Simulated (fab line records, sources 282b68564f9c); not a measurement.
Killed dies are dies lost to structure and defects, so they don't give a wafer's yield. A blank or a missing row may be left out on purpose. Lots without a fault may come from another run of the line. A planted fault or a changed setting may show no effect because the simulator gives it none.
Problem report in the 8D (eight disciplines) form, filled by code | flow rit_cmos | the parts of the form that need people (team, actions taken, sign-off) are left out

1. THE PROBLEM
beam_energy_keV at RIT_NSD_IMPLANT_08 reads a mean of 24.097 on 6 wafers of 2 lots; wafers without a fault read 25.002 with a standard deviation of 0.0072. That is -99 or more standard deviations from the usual mean.
First seen on wafer L141.2, day 5 18:32, on implanter-02. The record holds 18 wafers of 6 lots with a number at this step. Rule for "out", or "out of limits": more than 4 standard deviations from the usual mean. The other wafers with a number count as sound.

2. WHAT IT IS AND WHAT IT IS NOT
question                    | is                     | is not
which readings at this step | beam_energy_keV        | -
which lots                  | L141, L142             | L130, L135, L146, L147
which wafers of those lots  | all that have a number | -
read on which tools         | implanter-02           | implanter-03, implanter-04
when                        | from day 5 18:32       | up to then (6 sound wafers); but 6 sound wafers of L146, L147 came after

3. SUSPECTS, AND WHAT RULES EACH OUT
Counting: a tool at a process step up to the reading stays a suspect if it ran every lot that is out and no sound lot after the first of them.
- implanter-02 at RIT_NSD_IMPLANT_08: kept. It ran every lot that is out, first L141 (day 5 18:32), and no sound lot after that; its last sound lot up to then is L130 (day 3 14:01). Its own readings are out on those wafers: beam_energy_keV.
Left after counting: implanter-02 at RIT_NSD_IMPLANT_08.

4. THE CAUSE (what the simulator had put in)
Process parameter drift: implanter-02, from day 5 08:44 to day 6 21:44, at RIT_NSD_IMPLANT_08. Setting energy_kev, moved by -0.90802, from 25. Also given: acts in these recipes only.
Counting left only this tool.

5. THE CHAIN OF EFFECTS, in route order
Each row: a reading whose mean over the struck wafers that have a number lies more than 3 standard deviations from the usual. Only readings for which the record gives a usual standard deviation are gone through. hours: the time from each lot's start at the first step in this table that gives one to its start at this step, as a median over the lots. sigmas: the change in usual standard deviations.
hours | step               | reading         | usual  | on struck wafers | change | sigmas
0     | RIT_NSD_IMPLANT_08 | beam_energy_keV | 25.002 | 24.097           | -0.905 | -99 or more
The process steps in it:
- RIT_NSD_IMPLANT_08

6. WHAT WOULD HAVE CAUGHT IT SOONER
In this record the first reading out of limits was taken at day 5 18:32, 10 hours after the fault began at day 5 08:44.
